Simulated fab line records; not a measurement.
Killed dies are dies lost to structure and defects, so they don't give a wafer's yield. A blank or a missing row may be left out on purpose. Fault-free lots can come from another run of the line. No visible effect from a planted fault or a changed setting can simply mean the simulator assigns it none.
Matching of chambers :: flow berkeleyCmos170 :: UCB170_V1_ETCH_14 on rieDiel-04 has 4 sister chambers
The step etches SiO2 in CHF3/CF4/Ar, stops on Al, target depth 1250 nm, time 291 s. 14 wafers are shown with their chamber, then 7 later ones without.

## WAFERS, EACH WITH ITS CHAMBER
wafer: L076.1
chamber: 1
throttleValvePct (%): 7.11
oesProductAu (a.u.): 0.882
cf4FlowSccm (sccm): 15.08

wafer: L076.2
chamber: 2
throttleValvePct (%): 6.83
oesProductAu (a.u.): 0.867
cf4FlowSccm (sccm): 15.01

wafer: L076.5
chamber: 2
throttleValvePct (%): 6.82
oesProductAu (a.u.): 0.866
cf4FlowSccm (sccm): 14.99

wafer: L077.1
chamber: 2
throttleValvePct (%): 6.84
oesProductAu (a.u.): 0.865
cf4FlowSccm (sccm): 15.10

wafer: L077.4
chamber: 3
throttleValvePct (%): 7.13
oesProductAu (a.u.): 0.849
cf4FlowSccm (sccm): 15.04

wafer: L077.5
chamber: 1
throttleValvePct (%): 7.12
oesProductAu (a.u.): 0.879
cf4FlowSccm (sccm): 14.99

wafer: L081.2
chamber: 3
throttleValvePct (%): 7.13
oesProductAu (a.u.): 0.844
cf4FlowSccm (sccm): 14.96

wafer: L081.4
chamber: 1
throttleValvePct (%): 7.11
oesProductAu (a.u.): 0.878
cf4FlowSccm (sccm): 14.97

wafer: L081.5
chamber: 3
throttleValvePct (%): 7.13
oesProductAu (a.u.): 0.842
cf4FlowSccm (sccm): 14.97

wafer: L084.1
chamber: 0
throttleValvePct (%): 7.00
oesProductAu (a.u.): 0.864
cf4FlowSccm (sccm): 14.90

wafer: L084.2
chamber: 3
throttleValvePct (%): 7.15
oesProductAu (a.u.): 0.844
cf4FlowSccm (sccm): 15.01

wafer: L084.5
chamber: 1
throttleValvePct (%): 7.11
oesProductAu (a.u.): 0.887
cf4FlowSccm (sccm): 15.03

wafer: L088.1
chamber: 1
throttleValvePct (%): 7.11
oesProductAu (a.u.): 0.877
cf4FlowSccm (sccm): 14.97

wafer: L088.4
chamber: 2
throttleValvePct (%): 6.83
oesProductAu (a.u.): 0.879
cf4FlowSccm (sccm): 15.01

SIGNATURES (means of the wafers above)
reading: throttleValvePct
chamber 0: 7.0000
chamber 1: 7.1120
chamber 2: 6.8300
chamber 3: 7.1350
scatter within a chamber: 0.00762

reading: oesProductAu
chamber 0: 0.86400
chamber 1: 0.88060
chamber 2: 0.86925
chamber 3: 0.84475
scatter within a chamber: 0.0047

reading: cf4FlowSccm
chamber 0: 14.9000
chamber 1: 15.0080
chamber 2: 15.0275
chamber 3: 14.9950
scatter within a chamber: 0.045
Rule: for a wafer and a chamber, the distance is found by dividing, reading by reading, the gap between the wafer's reading and the chamber's mean by the reading's scatter, squaring, summing and taking the root. The wafer belongs to the nearest chamber; if the next one is less than 2 further off, it can't be placed. The scatter is the square root of a quotient: the sum, over the shown wafers, of each reading's squared deviation from its chamber's mean, divided by wafers minus chambers.

## WAFERS WITHOUT THEIR CHAMBER
wafer: L088.6
throttleValvePct (%): 7.13
oesProductAu (a.u.): 0.850
cf4FlowSccm (sccm): 15.04

wafer: L093.2
throttleValvePct (%): 7.10
oesProductAu (a.u.): 0.877
cf4FlowSccm (sccm): 14.99

wafer: L093.3
throttleValvePct (%): 7.14
oesProductAu (a.u.): 0.851
cf4FlowSccm (sccm): 15.00

wafer: L093.4
throttleValvePct (%): 6.84
oesProductAu (a.u.): 0.870
cf4FlowSccm (sccm): 15.06

wafer: L094.2
throttleValvePct (%): 6.99
oesProductAu (a.u.): 0.867
cf4FlowSccm (sccm): 15.09

wafer: L094.4
throttleValvePct (%): 7.12
oesProductAu (a.u.): 0.844
cf4FlowSccm (sccm): 15.03

wafer: L094.6
throttleValvePct (%): 7.13
oesProductAu (a.u.): 0.879
cf4FlowSccm (sccm): 15.00

## THE CHAMBER EACH PASSED THROUGH
wafer: L088.6
from the rows above: 3
in truth: 3

wafer: L093.2
from the rows above: 1
in truth: 1

wafer: L093.3
from the rows above: 3
in truth: 3

wafer: L093.4
from the rows above: 2
in truth: 2

wafer: L094.2
from the rows above: 0
in truth: 0

wafer: L094.4
from the rows above: 3
in truth: 3

wafer: L094.6
from the rows above: 1
in truth: 1
Correctly placed: 7 of 7. From these rows, 0 cannot be placed. 0 placed wrongly.
